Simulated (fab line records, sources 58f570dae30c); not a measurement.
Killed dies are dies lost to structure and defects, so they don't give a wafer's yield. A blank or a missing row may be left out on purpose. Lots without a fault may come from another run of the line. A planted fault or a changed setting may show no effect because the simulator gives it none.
Split-lot experiment | flow berkeley_cmos170 | 5 lots, 23 wafers read, on a route of 331 steps

THE SPLIT
At UCB170_M2_COAT_10 (resist thk 900 nm), the setting spin_rpm was moved away from the recipe's 1500 rpm on 4 of the 23 wafers read, by -7.3% to +3.8%. The other wafers ran this setting at the recipe's value.

The reading is taken at the split's own step.

THE READING
KrF_of_M2_COAT_10.thk_nm (the simulator's own value, which no gauge read), in nm, at UCB170_M2_COAT_10 (resist thk 900 nm). The file gives no usual value for it. The 19 wafers here that ran the recipe average 901.1 nm, standard deviation 1.9 nm.

wafer  | tool, chamber at the split | spin_rpm as run, rpm | against the recipe | KrF_of_M2_COAT_10.thk_nm, nm | against lot-mates on the recipe
L077.1 | litho_track-03, 0          | 1500                 | recipe             | 898.5                        | -
L077.4 | litho_track-03, 0          | 1500                 | recipe             | 898.7                        | -
L077.5 | litho_track-03, 0          | 1500                 | recipe             | 899                          | -
L076.1 | litho_track-03, 0          | 1391                 | -7.3%              | 933.4                        | +33.8
L076.2 | litho_track-03, 0          | 1500                 | recipe             | 898.4                        | -
L076.3 | litho_track-03, 0          | 1500                 | recipe             | 899.4                        | -
L076.4 | litho_track-03, 0          | 1500                 | recipe             | 901                          | -
L076.6 | litho_track-03, 0          | 1391                 | -7.3%              | 935                          | +35.4
L079.1 | litho_track-03, 0          | 1500                 | recipe             | 899.5                        | -
L079.2 | litho_track-03, 0          | 1557                 | +3.8%              | 882.3                        | -18.4
L079.3 | litho_track-03, 0          | 1500                 | recipe             | 901.3                        | -
L079.6 | litho_track-03, 0          | 1500                 | recipe             | 901.3                        | -
L079.4 | litho_track-03, 0          | 1557                 | +3.8%              | 881.7                        | -19.0
L080.1 | litho_track-01, 0          | 1500                 | recipe             | 902.9                        | -
L080.2 | litho_track-01, 0          | 1500                 | recipe             | 902                          | -
L080.3 | litho_track-01, 0          | 1500                 | recipe             | 903.8                        | -
L080.4 | litho_track-01, 0          | 1500                 | recipe             | 902.3                        | -
L080.5 | litho_track-01, 0          | 1500                 | recipe             | 899.9                        | -
L082.1 | litho_track-03, 0          | 1500                 | recipe             | 901.8                        | -
L082.2 | litho_track-03, 0          | 1500                 | recipe             | 904.3                        | -
L082.4 | litho_track-03, 0          | 1500                 | recipe             | 899.8                        | -
L082.5 | litho_track-03, 0          | 1500                 | recipe             | 902.7                        | -
L082.6 | litho_track-03, 0          | 1500                 | recipe             | 904.5                        | -

THE FIT
A straight line over all 23 wafers: KrF_of_M2_COAT_10.thk_nm changes by -4.67 nm for each +1% of spin_rpm; r = -0.99; the points scatter about the line by 1.9 nm.
The same after taking each lot's own level away (the mean of its wafers on the recipe; 23 wafers): -4.8 nm for each +1%; r = -0.99; scatter 1.2 nm.
On that fit, the largest move of spin_rpm shifts the reading by 35 nm.
The lots' own levels span 898.73 to 902.62 nm, that is 2.0 times the standard deviation above.
So the lot-to-lot level changes the slope little: the two slopes agree.
Check: with one of the wafers moved furthest among these (-7.3%) left out of the fit, the line predicts +35.5 nm for it against its lot-mates. It came out at +33.8 nm against them.

OTHER SPLITS ON THESE WAFERS
These wafers also went through other splits before the reading. Each is held against what the fit with the lots' levels taken away leaves over:
other split on the same wafers | wafers away from the commonest value | r with KrF_of_M2_COAT_10.thk_nm (lot level and that fit taken away)
UCB170_V1_ETCH_14 rf_w         | 7                                    | -0.18

THE WHOLE CHAIN: every reading that the file lists as answering this split, in the file's order
step                    | what it does                                                           | reading                                                                   | change (the file's fit)                                                                   | r (the file's)
UCB170_M2_COAT_10       | resist thk 900 nm                                                      | KrF_of_M2_COAT_10.thk_nm (the simulator's own value, which no gauge read) | -4.8 nm for each +1% of the setting                                                       | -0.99
UCB170_M2_METAL_ETCH_18 | etches Al in Cl2/BCl3, stops on SiO2, target depth 1170 nm, time 195 s | KrF_of_M2_COAT_10.thk_nm (the simulator's own value, which no gauge read) | -5.24 nm for each +1% of the setting, in a fit together with time_s@M2_METAL_ETCH_18      | 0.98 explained
UCB170_M2_STRIP_19      | strips in O2                                                           | oes_product_au                                                            | -0.00597 a.u. for each +1% of the setting, in a fit together with time_s@M2_METAL_ETCH_18 | 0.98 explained

THE FILE'S OWN FIT
KrF_of_M2_COAT_10.thk_nm changes by -4.8 nm for each +1% of spin_rpm, r = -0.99.
